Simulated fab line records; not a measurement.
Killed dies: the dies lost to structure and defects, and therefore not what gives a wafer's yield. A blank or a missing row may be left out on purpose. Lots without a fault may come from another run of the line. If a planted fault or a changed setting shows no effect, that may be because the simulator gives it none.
Struck lot and sound lot, side by side | flow ritCmos | 15 out of 202 route steps
Sound: the wafers L724.4, L724.5, L724.6. Struck: wafers L729.1, L729.3, L729.6. At the end, the cause is stated.
For every step that has rows: the tool of each side, followed by ch and its chambers, followed by its first start. Under that, the readings that differ: sound wafers | struck wafers | difference of the means | sigmas: that difference in standard deviations of wafers without a fault.
alike: same words and numbers on both sides, and readings whose means sit less than 2 such deviations apart. not compared: any withheld reading, any reading some wafer has no value for, any bound like >300 that may hide the same value, and any number with overlapping values for which the record gives no deviation.
A row with sigmas, a row that says differs or no value, or rows on one side alone: a step with any of these is where the two part. Numbers that have no deviation but don't overlap get no sigmas and don't part them. Lack of a reading on every wafer of one side parts them only where that side has two or more wafers.

first, 4 steps without rows for these wafers: RIT_PSD_SOFTBAKE_02 (time 60 s); RIT_PSD_EXPOSE_03 (exposes mask M10, target cd 40900 nm); RIT_PSD_PEB_04; RIT_PSD_DEVELOP_05 (develop time 50 s).
RIT_PSD_OVL_MEAS_06:
  sound on overlay-01 at day 3 10:58; struck on overlay-01 at day 4 11:35
  alike: PSD_OVL
then, 2 steps without rows for these wafers: RIT_PSD_HARDBAKE_07 (time 60 s); RIT_PSD_IMPLANT_08.
RIT_PSD_STRIP_09: strips in O2, time 180 s.
  sound on plasmaAsher-02 ch 0,1, day 3 11:21; struck on plasmaAsher-03 ch 0, day 4 11:56
  alike: drypumpMotorCurrentA
  not compared: rfHoursCounterH
RIT_PSD_TW_MEAS_10:
  sound on filmMetro-01 at day 3 11:30; struck on filmMetro-02 at day 4 12:06
  alike: PSD_TW
then, 3 steps without rows for these wafers: RIT_SDANNEAL_CLEAN_00 (cleans in SC1, time 600 s); RIT_SDANNEAL_CLEAN_01 (cleans in dHF, time 30 s); RIT_SDANNEAL_CLEAN_02 (cleans in SC2, time 600 s).
RIT_SDANNEAL_RTA_03: time 5 s.
  sound on rtpAnneal-02 ch 0, day 3 11:55; struck on rtpAnneal-01 ch 0, day 4 12:32
  alike: chamberO2Ppm, rampUpCPerS, wafer_temp_C_max
RIT_SDANNEAL_RS_MEAS_04: uses a four-point probe to measure.
  sound on filmMetro-02 at day 3 12:01; struck on filmMetro-04 at day 4 13:00
reading         | sound             | struck         | difference | sigmas
PSD_RS (ohm/sq) | 116.2 116.1 116.3 | 98.0 98.1 98.1 | -18.1      | -60
  not compared: hold
RIT_M1_PROBE_99:
  the record holds rows for the sound wafers here (prober-02, day 3 19:45) but none for the struck ones

## WHERE THEY PART
Earliest at RIT_SDANNEAL_RS_MEAS_04; latest, in this record, at RIT_M1_PROBE_99.

WHY: whatever the simulator had introduced
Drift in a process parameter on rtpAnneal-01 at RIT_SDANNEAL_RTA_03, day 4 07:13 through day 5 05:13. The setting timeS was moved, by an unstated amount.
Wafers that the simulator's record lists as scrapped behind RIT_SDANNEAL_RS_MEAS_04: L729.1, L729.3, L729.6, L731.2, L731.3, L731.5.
